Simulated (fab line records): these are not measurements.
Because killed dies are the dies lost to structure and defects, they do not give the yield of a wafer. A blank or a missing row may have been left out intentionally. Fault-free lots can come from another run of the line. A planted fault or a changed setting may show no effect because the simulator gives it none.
fab line records | flow ritCmos
[record] lots = 6 wafers = 18 lastDay = 7
route steps=202 shown ACTIVE@11 FOX1@20 FOX2@23 NWELL@28 PWELL@39 WELLDRIVE@50 SILICIDE@161 M1@202
lots that met no fault: taken from a fault-free run of the same line
startH: start of the lot's first displayed wafer, in hours after the record's first day | waitH: hours from the lot's prior step to this one | " the same as in the row above | L1.1+2: a single row standing in for several wafers | - no value, or no start given | * or withheld: withheld | < > ~ a bound
route shown NAME@n: a module of which the file shows steps, and the number in the route of the first | usual: mean/standard deviation taken from wafers without a fault | same: alike in all rows | chamber/n: place in a boat | sites: each site's reading | _std_site: standard deviation across them | _edge_site: outer sites' mean less inner sites' | radiusMm: for every site, how far away it sits from the centre of the wafer | mask NAME#n: copy n | behind: the tool/chamber that last shaped the wafer | hold: why the lot was held/for how many hours/how that ended | device: whichever transistor did not switch (one of n, p or np) | end of line: tests of these same wafers at the route's end | step lacking rows: just its recipe | killed: dies lost to structure and defects at the first sort, not the wafer's yield | map: a wafer's dies, marking killed ones x, the rest . and places with no die _
set.NAME: setting as actually run; set.NAME@STEP: the setting as run at that earlier step | model.NAME: the simulator's own value behind a step, which no gauge read
lots at selected steps of the route; one table per step, one row per wafer
services: a tool's chamber out of use, with start hour (startH, from the record's first day; less than 0 if before it), hours out, and reason
[[steps]]
[step RIT_ACTIVE_DEVELOP_10]
[recipe] resist = NOVOLAK developTimeS = 50 devTempC = 23
[step RIT_ACTIVE_CD_MEAS_11]
[recipe] targetCdNm = 1400
[usual] cdNm = 1399.7/2.3
// columns lot.wafer tool chamber startH waitH cdNm
L436.1 cdSem-01 - 14.77 - 1400.1
L436.3 " - " " 1401.0
L436.5 " - " " 1399.7
L441.1 cdSem-01 - 40.30 - 1395.9
L441.5 " - " " 1398.2
L441.6 " - " " 1399.8
L447.2 cdSem-02 - 69.58 - 1403.9
L447.3 " - " " 1403.0
L447.6 " - " " 1401.9
L449.2 cdSem-01 - 80.28 - 1398.2
L449.5 " - " " 1398.3
L449.6 " - " " 1397.2
L450.3 cdSem-01 - 86.78 - 1405.7
L450.5 " - " " 1402.4
L450.6 " - " " 1402.4
L457.1 cdSem-02 - 119.74 - 1398.3
L457.2 " - " " 1400.0
L457.6 " - " " 1399.0
[step RIT_ACTIVE_HARDBAKE_12]
[recipe] resist = NOVOLAK tempC = 140 timeS = 60
[step RIT_ACTIVE_ETCH_13]
[recipe] stopOn = SiO2 chemistry = SF6 target = Si3N4 timeS = 210 overEtchFrac = 0.4 SF6_flow_sccm = 200 pressureMtorr = 260 rfW = 125 targetDepthA = 2100
[usual] drypumpMotorCurrentA = 6.0/0.3 oesProductAu = 0.823/0.01 rfFwdPowerW = 124.6/0.39 throttleValvePct = 7.47/0.12
// columns lot.wafer tool chamber startH waitH drypumpMotorCurrentA oesProductAu rfFwdPowerW rfHoursCounterH throttleValvePct
L436.1 rieDiel-03 0 15.04 0.1 6.1 0.835 123.3 89 7.51
L436.3 " 2 " " 5.8 0.820 124.6 5 7.40
L436.5 " 3 " " 5.9 0.821 124.0 - 7.37
L441.1 rieDiel-01 1 40.57 0.1 5.5 0.805 124.6 114 7.54
L441.5 " 3 " " 6.0 0.832 124.9 - 7.27
L441.6 " 2 " " 6.3 0.833 124.8 - 7.36
L447.2 rieDiel-02 3 69.83 0.1 5.9 0.838 124.7 70 7.50
L447.3 " 2 " " 6.1 0.823 125.1 70 7.46
L447.6 " 3 " " 5.9 0.839 124.7 - 7.51
L449.2 rieDiel-03 1 80.64 0.1 6.2 0.821 124.3 0 7.63
L449.5 " 3 " " 5.9 0.810 124.7 - 7.36
L449.6 " 0 " " 6.1 0.824 124.6 - 7.51
L450.3 rieDiel-01 0 87.01 0.1 5.8 0.814 125.2 62 7.67
L450.5 " 2 " " 6.4 0.840 124.7 - 7.35
L450.6 " 3 " " 6.0 0.818 124.9 - 7.27
L457.1 rieDiel-03 2 120.10 0.1 5.8 0.815 124.0 7 7.41
L457.2 " 1 " " 6.2 0.832 125.1 1 7.63
L457.6 " 3 " " 5.9 0.812 124.8 - 7.38
[step RIT_ACTIVE_STRIP_14]
[recipe] chemistry = O2 timeS = 180 resist = NOVOLAK platenTempC = withheld powerW = 500 pressureMtorr = 4000 o2FlowSccm = 4000
[usual] drypumpMotorCurrentA = 5.9/0.49
// columns lot.wafer tool chamber startH waitH drypumpMotorCurrentA rfHoursCounterH
L436.1 plasmaAsher-02 0 15.17 0.1 5.4 34
L436.3 " 0 " " 5.4 -
L436.5 " 0 " " 5.5 -
L441.1 plasmaAsher-04 0 40.70 0.1 6.4 26
L441.5 " 0 " " 6.4 -
L441.6 " 1 " " 6.6 -
L447.2 plasmaAsher-02 1 69.97 0.1 5.7 40
L447.3 " 0 " " 5.5 -
L447.6 " 1 " " 5.7 -
L449.2 plasmaAsher-04 1 80.77 0.1 6.6 30
L449.5 " 1 " " 6.6 -
L449.6 " 0 " " 6.4 -
L450.3 plasmaAsher-01 1 87.21 0.1 6.3 -
L450.5 " 1 " " 6.3 -
L450.6 " 0 " " 5.3 -
L457.1 plasmaAsher-02 1 120.24 0.1 5.6 0
L457.2 " 0 " " 5.5 0
L457.6 " 1 " " 5.6 -
[step RIT_ACTIVE_CD_MEAS_90]
[recipe] targetCdNm = 1400
[usual] cdNm = 1399.8/2.3
// columns lot.wafer tool chamber startH waitH cdNm
L436.1 cdSem-02 - 15.35 0.1 1400.1
L436.3 " - " " 1400.5
L436.5 " - " " 1399.5
L441.1 cdSem-02 - 40.87 0.1 1396.1
L441.5 " - " " 1398.5
L441.6 " - " " 1400.0
L447.2 cdSem-01 - 70.16 0.1 1404.5
L447.3 " - " " 1402.8
L447.6 " - " " 1402.1
L449.2 cdSem-01 - 80.97 0.1 1398.0
L449.5 " - " " 1398.5
L449.6 " - " " 1397.1
L450.3 cdSem-01 - 87.36 0.1 1405.4
L450.5 " - " " 1402.4
L450.6 " - " " 1402.9
L457.1 cdSem-01 - 120.41 0.1 1398.1
L457.2 " - " " 1400.0
L457.6 " - " " 1399.3
[step RIT_ACTIVE_CLEAN_15]
[recipe] chemistry = SC1 mix = 3:3:50 timeS = 600 tempC = 75
[step RIT_ACTIVE_CLEAN_16]
[recipe] chemistry = dHF dilution = 50:1 timeS = 30
[step RIT_ACTIVE_CLEAN_17]
[recipe] chemistry = SC2 mix = 3:3:50 timeS = 600 tempC = 75 dry = n2Spin
[step RIT_FOX1_OXIDATION_00]
[recipe] tempC = 1100 ambient = H2O targetThkA = 3507 pH2oTorr = 720 oxTimeS = 1130
[step RIT_FOX1_THK_MEAS_01]
[recipe] reads = SiO2_of_FOX1_OXIDATION_00
[usual] FOX1_OXIDE_THK = 354/7.5
// columns lot.wafer tool chamber startH waitH FOX1_OXIDE_THK[nm]
L436.1 filmMetro-01 - 18.33 0.0 359
L436.3 " - " " 360
L436.5 " - " " 346
L441.1 filmMetro-01 - 43.83 0.0 364
L441.5 " - " " 355
L441.6 " - " " 360
L447.2 filmMetro-03 - 72.43 0.0 358
L447.3 " - " " 356
L447.6 " - " " 357
L449.2 filmMetro-03 - 83.38 0.0 344
L449.5 " - " " 341
L449.6 " - " " 344
L450.3 filmMetro-03 - 89.18 0.0 362
L450.5 " - " " 363
L450.6 " - " " 361
L457.1 filmMetro-04 - 122.32 0.0 345
L457.2 " - " " 351
L457.6 " - " " 351
[step RIT_FOX1_WET_ETCH_02]
[recipe] chemistry = BOE targetDepthNm = 350 timeS = 390 tempC = 21.5 dry = n2Spin dilution = 10:1 target = SiO2
[step RIT_FOX2_OXIDATION_00]
[recipe] tempC = 1100 ambient = H2O targetThkA = 3507 pH2oTorr = 720 oxTimeS = 1130
[usual] spikeTcCentreC = 1102.9/1.2 spikeTcLoadC = 1126.0/1.9 spikeTcSourceC = 1125.5/1.9 tubeCenterTempC = 1100/0.1 tube_center_temp_C_max = 1102.8/0.44
// columns lot.wafer tool chamber startH waitH spikeTcCentreC spikeTcLoadC spikeTcSourceC tubeCenterTempC tube_center_temp_C_max model.SiO2_of_FOX2_OXIDATION_00.thkNm
L436.1 furnace-01 0 19.60 1.1 1101.2 1127.7 1127.5 1100 1102.7 351.2
L436.3 " 0 " " 1101.7 1128.1 1127.5 1100.1 1102.5 349.9
L436.5 " 0 " " 1101.9 1127.6 1124.8 1100 1102.4 349.7
L441.1 furnace-03 0 44.00 0.0 1102.8 1127.8 1123.1 1100 1102.9 363.3
L441.5 " 0 " " 1102.2 1126.3 1123.1 1100 1102.7 369.4
L441.6 " 0 " " 1103.5 1126.8 1123.8 1099.9 1103.1 367
L447.2 furnace-01 0 72.59 0.0 1117.8 1142.6 1143.3 1115.1 1118.0 376.4
L447.3 " 0 " " 1116.2 1141.9 1144.1 1114.9 1117.6 381.8
L447.6 " 0 " " 1116.2 1140.7 1144.6 1115.1 1117.5 379.1
L449.2 furnace-03 0 83.54 0.0 1103.3 1125.5 1122.0 1100 1102.4 350.1
L449.5 " 0 " " 1102.2 1126.9 1123.2 1099.9 1103.1 352.4
L449.6 " 0 " " 1101.7 1126.5 1123.5 1099.9 1102.2 349.9
L450.3 furnace-01 0 89.33 0.0 1118.0 1142.7 1142.3 1115 1117.8 374.1
L450.5 " 0 " " 1116.1 1141.9 1142.7 1115.2 1117.7 375.7
L450.6 " 0 " " 1117.5 1142.6 1144.3 1115 1118.5 375.8
L457.1 furnace-03 0 122.49 0.0 1103.5 1125.9 1124.4 1099.9 1102.2 352.9
L457.2 " 0 " " 1103.3 1127.1 1123.6 1099.9 1102.6 352.2
L457.6 " 0 " " 1104.0 1127.5 1124.4 1100 1102.5 353.8
[step RIT_FOX2_THK_MEAS_01]
[recipe] reads = SiO2_of_FOX2_OXIDATION_00
[usual] FOX2_OXIDE_THK = 354/7.1
// columns lot.wafer tool chamber startH waitH FOX2_OXIDE_THK[nm]
L436.1 filmMetro-02 - 20.92 0.0 351
L436.3 " - " " 350
L436.5 " - " " 350
L441.1 filmMetro-01 - 45.32 0.0 363
L441.5 " - " " 369
L441.6 " - " " 367
L447.2 filmMetro-01 - 73.92 0.0 377
L447.3 " - " " 382
L447.6 " - " " 379
L449.2 filmMetro-02 - 84.87 0.0 350
L449.5 " - " " 352
L449.6 " - " " 350
L450.3 filmMetro-02 - 90.67 0.0 374
L450.5 " - " " 375
L450.6 " - " " 376
L457.1 filmMetro-01 - 123.81 0.0 353
L457.2 " - " " 352
L457.6 " - " " 354
[step RIT_FOX2_CLEAN_02]
[recipe] chemistry = dHF dilution = 50:1 timeS = 180
[step RIT_FOX2_WET_ETCH_03]
[recipe] chemistry = H3PO4 target = Si3N4 targetDepthNm = 195 tempC = 165 timeS = 2700
[step RIT_FOX2_THK_MEAS_90]
[recipe] reads = SiO2_of_FOX2_OXIDATION_00
[usual] FIELD_OXIDE_LEFT_1_THK = 326/7.1
// columns lot.wafer tool chamber startH waitH FIELD_OXIDE_LEFT_1_THK[nm]
L436.1 filmMetro-02 - 21.94 0.0 324
L436.3 " - " " 322
L436.5 " - " " 322
L441.1 filmMetro-02 - 46.19 0.0 336
L441.5 " - " " 342
L441.6 " - " " 340
L447.2 filmMetro-02 - 74.86 0.0 349
L447.3 " - " " 355
L447.6 " - " " 352
L449.2 filmMetro-03 - 85.74 0.0 323
L449.5 " - " " 325
L449.6 " - " " 323
L450.3 filmMetro-02 - 91.54 0.0 347
L450.5 " - " " 348
L450.6 " - " " 348
L457.1 filmMetro-02 - 124.68 0.0 326
L457.2 " - " " 325
L457.6 " - " " 327
[step RIT_NWELL_HMDS_00]
[recipe] primeTimeS = 60 primeTempC = 140
[step RIT_NWELL_COAT_01]
[recipe] resist = NOVOLAK spinRpm = 2000 resistThkNm = 1300
[step RIT_NWELL_SOFTBAKE_02]
[recipe] resist = NOVOLAK tempC = 90 timeS = 60
[step RIT_NWELL_EXPOSE_03]
[recipe] maskId = M2 na = 0.57 targetCdNm = 43900 doseMj = 250
[step RIT_NWELL_PEB_04]
[recipe] resist = NOVOLAK tempC = withheld timeS = withheld
[step RIT_NWELL_DEVELOP_05]
[recipe] resist = NOVOLAK developTimeS = 68 devTempC = 23
[step RIT_NWELL_OVL_MEAS_06]
[usual] NWELL_OVL = -0.5/2
// columns lot.wafer tool chamber startH waitH NWELL_OVL[nm]
L436.1 overlay-01 - 23.00 - -1.6
L436.3 " - " " -1.5
L436.5 " - " " -1.9
L441.1 overlay-01 - 47.13 - -1.0
L441.5 " - " " -2.2
L441.6 " - " " -2.5
L447.2 overlay-02 - 75.80 - -3.0
L447.3 " - " " -2.3
L447.6 " - " " -0.8
L449.2 overlay-02 - 86.73 - 2.2
L449.5 " - " " 1.2
L449.6 " - " " 1.0
L450.3 overlay-01 - 92.60 - -0.9
L450.5 " - " " -3.2
L450.6 " - " " -2.1
L457.1 overlay-02 - 125.62 - 0.8
L457.2 " - " " 1.2
L457.6 " - " " 2.2
[step RIT_NWELL_HARDBAKE_07]
[recipe] resist = NOVOLAK tempC = 140 timeS = 120
[step RIT_NWELL_IMPLANT_08]
[recipe] species = P energyKev = 170 doseCm2 = 5e+13 tiltDeg = 7
[step RIT_NWELL_STRIP_09]
[recipe] chemistry = O2 timeS = 180 resist = NOVOLAK platenTempC = withheld powerW = 500 pressureMtorr = 4000 o2FlowSccm = 4000
[usual] drypumpMotorCurrentA = 6.2/0.53
// columns lot.wafer tool chamber startH waitH drypumpMotorCurrentA rfHoursCounterH
L436.1 plasmaAsher-04 0 23.44 0.1 6.4 25
L436.3 " 1 " " 6.6 -
L436.5 " 0 " " 6.4 -
L441.1 plasmaAsher-03 0 47.57 0.1 6.7 42
L441.5 " 1 " " 5.4 -
L441.6 " 0 " " 6.7 -
L447.2 plasmaAsher-01 1 76.23 0.1 6.3 42
L447.3 " 0 " " 5.3 -
L447.6 " 1 " " 6.3 -
L449.2 plasmaAsher-03 1 87.20 0.1 5.5 46
L449.5 " 1 " " 5.5 -
L449.6 " 0 " " 6.7 -
L450.3 plasmaAsher-04 0 93.27 0.1 6.4 -
L450.5 " 0 " " 6.4 -
L450.6 " 1 " " 6.6 -
L457.1 plasmaAsher-01 0 126.06 0.1 5.3 48
L457.2 " 1 " " 6.3 48
L457.6 " 0 " " 5.3 -
[step RIT_NWELL_TW_MEAS_10]
[usual] NWELL_TW = 2126/19
// columns lot.wafer tool chamber startH waitH NWELL_TW
L436.1 filmMetro-04 - 23.61 0.1 2140
L436.3 " - " " 2126
L436.5 " - " " 2128
L441.1 filmMetro-04 - 47.74 0.1 2140
L441.5 " - " " 2143
L441.6 " - " " 2153
L447.2 filmMetro-04 - 76.41 0.1 2127
L447.3 " - " " 2137
L447.6 " - " " 2134
L449.2 filmMetro-04 - 87.38 0.1 2127
L449.5 " - " " 2127
L449.6 " - " " 2143
L450.3 filmMetro-04 - 93.41 0.1 2117
L450.5 " - " " 2113
L450.6 " - " " 2130
L457.1 filmMetro-01 - 126.24 0.1 2150
L457.2 " - " " 2147
L457.6 " - " " 2151
[step RIT_PWELL_HMDS_00]
[recipe] primeTimeS = 60 primeTempC = 140
[step RIT_PWELL_COAT_01]
[recipe] resist = NOVOLAK spinRpm = 2000 resistThkNm = 1300
[step RIT_PWELL_SOFTBAKE_02]
[recipe] resist = NOVOLAK tempC = 90 timeS = 60
[step RIT_PWELL_EXPOSE_03]
[recipe] maskId = M3 na = 0.57 targetCdNm = 43700 doseMj = 250
[step RIT_PWELL_PEB_04]
[recipe] resist = NOVOLAK tempC = withheld timeS = withheld
[step RIT_PWELL_DEVELOP_05]
[recipe] resist = NOVOLAK developTimeS = 68 devTempC = 23
[step RIT_PWELL_OVL_MEAS_06]
[usual] PWELL_OVL = 0.1/1.5
// columns lot.wafer tool chamber startH waitH PWELL_OVL[nm]
L436.1 overlay-02 - 24.55 - -1.9
L436.3 " - " " -1.7
L436.5 " - " " -2.4
L441.1 overlay-02 - 48.68 - -0.4
L441.5 " - " " -1.3
L441.6 " - " " -1.6
L447.2 overlay-02 - 77.39 - 2.0
L447.3 " - " " 1.2
L447.6 " - " " 0.9
L449.2 overlay-01 - 88.32 - -1.6
L449.5 " - " " -2.2
L449.6 " - " " -1.6
L450.3 overlay-01 - 94.34 - -0.5
L450.5 " - " " 0.2
L450.6 " - " " -1.3
L457.1 overlay-01 - 127.18 - -0.7
L457.2 " - " " 0.8
L457.6 " - " " 0.0
[step RIT_PWELL_HARDBAKE_07]
[recipe] resist = NOVOLAK tempC = 140 timeS = 120
[step RIT_PWELL_IMPLANT_08]
[recipe] species = B energyKev = 170 doseCm2 = 7e+13 tiltDeg = 7
[step RIT_PWELL_STRIP_09]
[recipe] chemistry = O2 timeS = 180 resist = NOVOLAK platenTempC = withheld powerW = 500 pressureMtorr = 4000 o2FlowSccm = 4000
[usual] drypumpMotorCurrentA = 5.8/0.52
// columns lot.wafer tool chamber startH waitH drypumpMotorCurrentA rfHoursCounterH
L436.1 plasmaAsher-03 1 24.99 0.1 5.4 40
L436.3 " 1 " " 5.5 -
L436.5 " 1 " " 5.4 -
L441.1 plasmaAsher-03 1 49.12 0.1 5.5 42
L441.5 " 0 " " 6.7 -
L441.6 " 1 " " 5.5 -
L447.2 plasmaAsher-01 1 77.82 0.1 6.3 42
L447.3 " 0 " " 5.3 -
L447.6 " 1 " " 6.3 -
L449.2 plasmaAsher-02 0 88.75 0.1 5.5 42
L449.5 " 1 " " 5.7 -
L449.6 " 0 " " 5.5 -
L450.3 plasmaAsher-01 1 94.82 0.1 6.3 -
L450.5 " 1 " " 6.3 -
L450.6 " 0 " " 5.3 -
L457.1 plasmaAsher-01 1 127.61 0.1 6.3 48
L457.2 " 0 " " 5.3 48
L457.6 " 0 " " 5.3 -
[step RIT_PWELL_TW_MEAS_10]
[usual] PWELL_TW = 945/9.4
// columns lot.wafer tool chamber startH waitH PWELL_TW
L436.1 filmMetro-04 - 25.16 0.1 952
L436.3 " - " " 948
L436.5 " - " " 950
L441.1 filmMetro-01 - 49.30 0.1 958
L441.5 " - " " 949
L441.6 " - " " 950
L447.2 filmMetro-01 - 78.00 0.1 955
L447.3 " - " " 960
L447.6 " - " " 952
L449.2 filmMetro-02 - 88.93 0.1 928
L449.5 " - " " 930
L449.6 " - " " 926
L450.3 filmMetro-01 - 94.96 0.1 953
L450.5 " - " " 953
L450.6 " - " " 948
L457.1 filmMetro-02 - 127.79 0.1 938
L457.2 " - " " 939
L457.6 " - " " 937
[step RIT_WELLDRIVE_ANNEAL_00]
[recipe] tempC = 1100 timeS = 14700 ambient = N2
[step RIT_WELLDRIVE_RS_MEAS_01]
[recipe] thkMeasGauge = four-point-probe
[usual] NWELL_RS = 275.5/0.7
// columns lot.wafer tool chamber startH waitH NWELL_RS[ohm/sq]
L436.1 filmMetro-01 - 31.11 0.0 276.0
L436.3 " - " " 275.6
L436.5 " - " " 276.0
L441.1 filmMetro-01 - 54.44 0.0 275.7
L441.5 " - " " 275.5
L441.6 " - " " 275.7
L447.2 filmMetro-04 - 83.16 0.0 275.5
L447.3 " - " " 274.7
L447.6 " - " " 275.9
L449.2 filmMetro-02 - 94.26 0.0 275.0
L449.5 " - " " 274.0
L449.6 " - " " 274.0
L450.3 filmMetro-01 - 100.12 0.0 275.0
L450.5 " - " " 275.5
L450.6 " - " " 274.8
L457.1 filmMetro-01 - 132.93 0.0 275.5
L457.2 " - " " 276.1
L457.6 " - " " 275.3
[step RIT_WELLDRIVE_RS_MEAS_02]
[recipe] thkMeasGauge = four-point-probe
[usual] PWELL_RS = 429.6/1
// columns lot.wafer tool chamber startH waitH PWELL_RS[ohm/sq]
L436.1 filmMetro-01 - 31.23 0.1 429.3
L436.3 " - " " 430.4
L436.5 " - " " 429.3
L441.1 filmMetro-01 - 54.56 0.1 430.1
L441.5 " - " " 429.4
L441.6 " - " " 428.4
L447.2 filmMetro-04 - 83.28 0.1 430.7
L447.3 " - " " 429.1
L447.6 " - " " 429.7
L449.2 filmMetro-02 - 94.38 0.1 428.6
L449.5 " - " " 427.9
L449.6 " - " " 428.8
L450.3 filmMetro-01 - 100.24 0.1 430.0
L450.5 " - " " 429.0
L450.6 " - " " 430.8
L457.1 filmMetro-01 - 133.05 0.1 428.6
L457.2 " - " " 428.2
L457.6 " - " " 428.2
[step RIT_FOX2_THK_MEAS_91]
[recipe] reads = SiO2_of_FOX2_OXIDATION_00
[usual] FIELD_OXIDE_LEFT_2_THK = 258/7
// columns lot.wafer tool chamber startH waitH FIELD_OXIDE_LEFT_2_THK[nm]
L436.1 filmMetro-02 - 35.01 0.0 256
L436.3 " - " " 254
L436.5 " - " " 254
L441.1 filmMetro-01 - 58.39 0.0 268
L441.5 " - " " 274
L441.6 " - " " 272
L447.2 filmMetro-02 - 87.31 0.0 282
L447.3 " - " " 288
L447.6 " - " " 285
L449.2 filmMetro-01 - 98.14 0.0 254
L449.5 " - " " 257
L449.6 " - " " 254
L450.3 filmMetro-02 - 104.05 0.0 280
L450.5 " - " " 281
L450.6 " - " " 281
L457.1 filmMetro-02 - 136.85 0.0 258
L457.2 " - " " 257
L457.6 " - " " 259
[step RIT_SILICIDE_WET_ETCH_00]
[recipe] chemistry = BOE target = SiO2 targetDepthNm = 14 timeS = 15 dry = n2Spin dilution = 10:1 tempC = 21.5
// columns lot.wafer tool chamber startH waitH model.SiO2_of_FOX2_OXIDATION_00.thkNm
L436.1 wetBench-01 3 52.45 0.1 150.1
L436.3 " 3 " " 149.4
L436.5 " 3 " " 149.5
L441.1 wetBench-04 3 75.79 0.1 164
L441.5 " 3 " " 169.1
L441.6 " 3 " " 168
L447.2 wetBench-01 3 108.07 0.1 178.3
L447.3 " 3 " " 183.6
L447.6 " 3 " " 180.7
L449.2 wetBench-01 0 116.23 0.1 149.9
L449.5 " 0 " " 152.5
L449.6 " 0 " " 149.8
L450.3 wetBench-04 3 123.91 0.1 174.2
L450.5 " 3 " " 176.8
L450.6 " 3 " " 176.4
L457.1 wetBench-03 0 155.13 0.1 153.1
L457.2 " 0 " " 152.3
L457.6 " 0 " " 154.7
[step RIT_M1_PROBE_99]
[usual] killed_at_M0_to_M3 = 0.0/0.083 killedAtContacts = 0.1/0.24 killedAtFrontEnd = 7/3.1 killedDies = 7/3.1 killedOpen = 3.3/2 killedShort = 3.4/2.1
[same] grossDies = 264 killed_at_M4_up = 0 killedAtBackSide = 0 killedAtOther = 0
// columns lot.wafer tool chamber startH waitH killed_at_M0_to_M3 killedAtContacts killedAtFrontEnd killedDies killedOpen killedShort model.etest.pldd.widthNm model.etest.nldd.widthNm model.etest.pwell.rsOhmSq model.etest.fieldN.vtV model.etest.fieldPMetal.vtV model.etest.fieldP.vtV
L436.1 prober-01 - 60.73 0.1 0 0 6 6 3 3 3177 3183 419.3 34.76 -27.84 -12.21
L436.3 prober-01 - 60.83 0.2 1 0 4 5 2 3 3159 3171 420.7 34.52 -28.08 -12.23
L436.5 prober-01 - 60.93 0.2 0 0 4 4 3 1 3189 3188 415.6 34.59 -28.29 -12.28
L441.1 prober-02 - 82.76 0.1 0 0 10 10 4 6 3143 3136 416.4 36.41 -28.79 -12.95
L441.5 prober-02 - 82.96 0.2 0 0 7 7 4 3 3136 3142 422.6 37.09 -29.15 -13.01
L441.6 prober-02 - 83.01 0.2 0 0 14 14 8 6 3138 3129 416.2 36.88 -29.07 -12.99
L447.2 prober-01 - 115.47 0.1 0 0 3 3 3 0 3150 3147 427.9 38.32 -27.95 -12.96
L447.3 prober-01 - 115.52 0.2 0 1 5 6 4 2 3148 3147 432.6 39.05 -28.53 -13.14
L447.6 prober-01 - 115.67 0.2 0 0 10 10 6 4 3165 3153 421.3 38.7 -28.43 -13.01
L449.2 prober-01 - 123.72 0.1 0 0 6 6 2 4 3173 3178 419.5 34.87 -30.21 -13.07
L449.5 prober-01 - 123.87 0.2 0 0 2 2 1 1 3177 3174 420.8 35.07 -30.23 -13.2
L449.6 prober-01 - 123.92 0.2 0 0 6 6 3 3 3173 3178 417.8 34.68 -30.57 -13.11
L450.3 prober-02 - 130.90 0.2 0 0 11 11 9 2 3171 3154 420.9 37.8 -28.77 -13.34
L450.5 prober-02 - 131.00 0.2 0 0 4 4 2 2 3142 3133 415.3 38.03 -29.16 -13.34
L450.6 prober-02 - 131.05 0.2 0 0 4 4 2 2 3144 3133 421.4 37.9 -29.33 -13.34
L457.1 prober-01 - 162.04 0.1 0 0 3 3 2 1 3197 3167 418.3 35.15 -28.26 -12.4
L457.2 prober-01 - 162.09 0.1 0 0 6 6 5 1 3169 3183 422.3 35.09 -28.36 -12.39
L457.6 prober-01 - 162.29 0.2 0 0 10 10 4 6 3162 3188 422.6 35.35 -28.81 -12.4
// killed by level:class
L436.1 GATE:geometricParticle:short=2 FOX1:geometricParticle:open=1 GATE:geometricParticle:open=1 SPACER:geometricParticle:short=1 SPACER:geometricParticle:open=1
L436.3 REOX:geometricParticle:short=1 SPACER:geometricParticle:short=1 SPACER:geometricParticle:open=1 SILICIDE:geometricParticle:open=1 M1:geometricParticle:short=1
L436.5 GATE:geometricParticle:open=2 GATE:geometricParticle:short=1 FOX2:geometricParticle:open=1
L441.1 FOX2:geometricParticle:short=3 FOX1:geometricParticle:open=1 FOX2:geometricParticle:open=1 GATE:geometricParticle:short=1 REOX:geometricParticle:open=1 SPACER:geometricParticle:short=1 SPACER:geometricParticle:open=1 SILICIDE:geometricParticle:short=1
L441.5 FOX1:geometricParticle:short=2 REOX:geometricParticle:open=2 FOX1:geometricParticle:open=1 GATE:geometricParticle:short=1 SPACER:geometricParticle:open=1
L441.6 FOX1:geometricParticle:short=2 GATE:geometricParticle:open=2 SPACER:geometricParticle:open=2 SILICIDE:geometricParticle:open=2 FOX1:geometricParticle:open=1 FOX2:geometricParticle:short=1 FOX2:geometricParticle:open=1 GATE:geometricParticle:short=1
L447.2 REOX:geometricParticle:open=2 GATE:geometricParticle:open=1
L447.3 REOX:geometricParticle:open=2 FOX1:geometricParticle:open=1 GATE:geometricParticle:open=1 GATE:geometricParticle:short=1 CONTACT:geometricParticle:short=1
L447.6 REOX:geometricParticle:open=3 FOX1:geometricParticle:open=2 GATE:geometricParticle:short=2 FOX1:geometricParticle:short=1 GATE:geometricParticle:open=1 REOX:geometricParticle:short=1
L449.2 GATE:geometricParticle:short=3 GATE:geometricParticle:open=2 SPACER:geometricParticle:short=1
L449.5 FOX2:geometricParticle:open=1 SPACER:geometricParticle:short=1
L449.6 GATE:geometricParticle:short=2 GATE:geometricParticle:open=2 REOX:geometricParticle:short=1 SILICIDE:geometricParticle:open=1
L450.3 GATE:geometricParticle:open=5 FOX1:geometricParticle:short=1 FOX1:geometricParticle:open=1 FOX2:geometricParticle:open=1 GATE:geometricParticle:short=1 SPACER:geometricParticle:open=1 SILICIDE:geometricParticle:open=1
L450.5 GATE:geometricParticle:open=2 GATE:geometricParticle:short=1 SILICIDE:geometricParticle:short=1
L450.6 FOX1:geometricParticle:open=1 FOX1:geometricParticle:short=1 SILICIDE:geometricParticle:short=1 SILICIDE:geometricParticle:open=1
L457.1 GATE:geometricParticle:open=1 REOX:geometricParticle:open=1 SILICIDE:geometricParticle:short=1
L457.2 FOX1:geometricParticle:open=2 FOX1:geometricParticle:short=1 FOX2:geometricParticle:open=1 GATE:geometricParticle:open=1 REOX:geometricParticle:open=1
L457.6 GATE:geometricParticle:short=3 FOX1:geometricParticle:short=2 GATE:geometricParticle:open=2 FOX2:geometricParticle:open=1 REOX:geometricParticle:open=1 REOX:geometricParticle:short=1
[[services]]
// columns tool chamber startH hours kind
rieDiel-01 1 4.40 4.9 repair
furnace-03 - 6.85 3.5 pm
rieDiel-01 - 13.56 2.8 pm
plasmaAsher-03 - 29.45 3.2 repair
furnace-01 - 29.84 4.3 pm
rieDiel-02 1 31.86 13.1 repair
wetBench-03 - 33.69 1.9 pm
rieDiel-03 1 33.75 4.2 repair
rieDiel-03 - 67.91 0.5 repair
plasmaAsher-04 - 87.09 2.8 pm
furnace-03 - 94.24 2.5 pm
rieDiel-02 - 106.17 14.6 pm
furnace-01 - 108.52 3.8 pm
plasmaAsher-02 - 108.75 9.0 pm
plasmaAsher-02 0 108.75 9.0 ventCycle
plasmaAsher-02 1 108.75 9.0 ventCycle
plasmaAsher-04 - 114.73 0.3 repair
plasmaAsher-04 - 115.27 2.3 repair
plasmaAsher-03 - 117.44 8.2 repair
rieDiel-01 - 118.35 1.0 repair
furnace-03 - 141.96 18.4 pm
furnace-01 - 143.55 1.0 pm
plasmaAsher-02 - 144.55 1.7 repair
plasmaAsher-01 - 145.50 6.2 pm
[[key]]
[firstSign] step = RIT_FOX2_OXIDATION_00 reading = tubeCenterTempC direction = up sigmas = 99+ usual = * struck = *
[effect] step = RIT_FOX2_OXIDATION_00 reading = tube_center_temp_C_max direction = up sigmas = 34 usual = * struck = *
[effect] step = RIT_FOX2_THK_MEAS_01 reading = FOX2_OXIDE_THK direction = up sigmas = 3.3 usual = 354 struck = 377
[effect] step = RIT_FOX2_THK_MEAS_90 reading = FIELD_OXIDE_LEFT_1_THK direction = up sigmas = 3.3 usual = 326 struck = 350
[effect] step = RIT_FOX2_THK_MEAS_91 reading = FIELD_OXIDE_LEFT_2_THK direction = up sigmas = 3.5 usual = 258 struck = 283
[modelEffect] step = RIT_FOX2_OXIDATION_00 value = SiO2_of_FOX2_OXIDATION_00.thkNm without = 353.7 struck = 377.1
[modelEffect] step = RIT_SILICIDE_WET_ETCH_00 value = SiO2_of_FOX2_OXIDATION_00.thkNm without = 154.9 struck = 178.3
[modelEffect] step = RIT_M1_PROBE_99 value = etest.pldd.widthNm without = 3182 struck = 3153
metAt RIT_FOX2_OXIDATION_00
struckWafers L447.2,L447.3,L447.6,L450.3,L450.5,L450.6
testerLeftOut L447,L450
onsetBetween 19.60 72.59
[fault] kind = processParameterDrift tool = furnace-01 chamber = - onsetH = 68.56 steps = RIT_FOX2_OXIDATION_00 channel = tempC offset = * shape = step endH = 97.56 actsIn = * stated = *
// testerLeftOut: of these lots the tester's yield and bins aren't shown, on N5 and GAA mostly nor the transistor test; their killed dies are dies lost to structure and defects alone, not to doping, threshold or leakage, so they don't give the yield
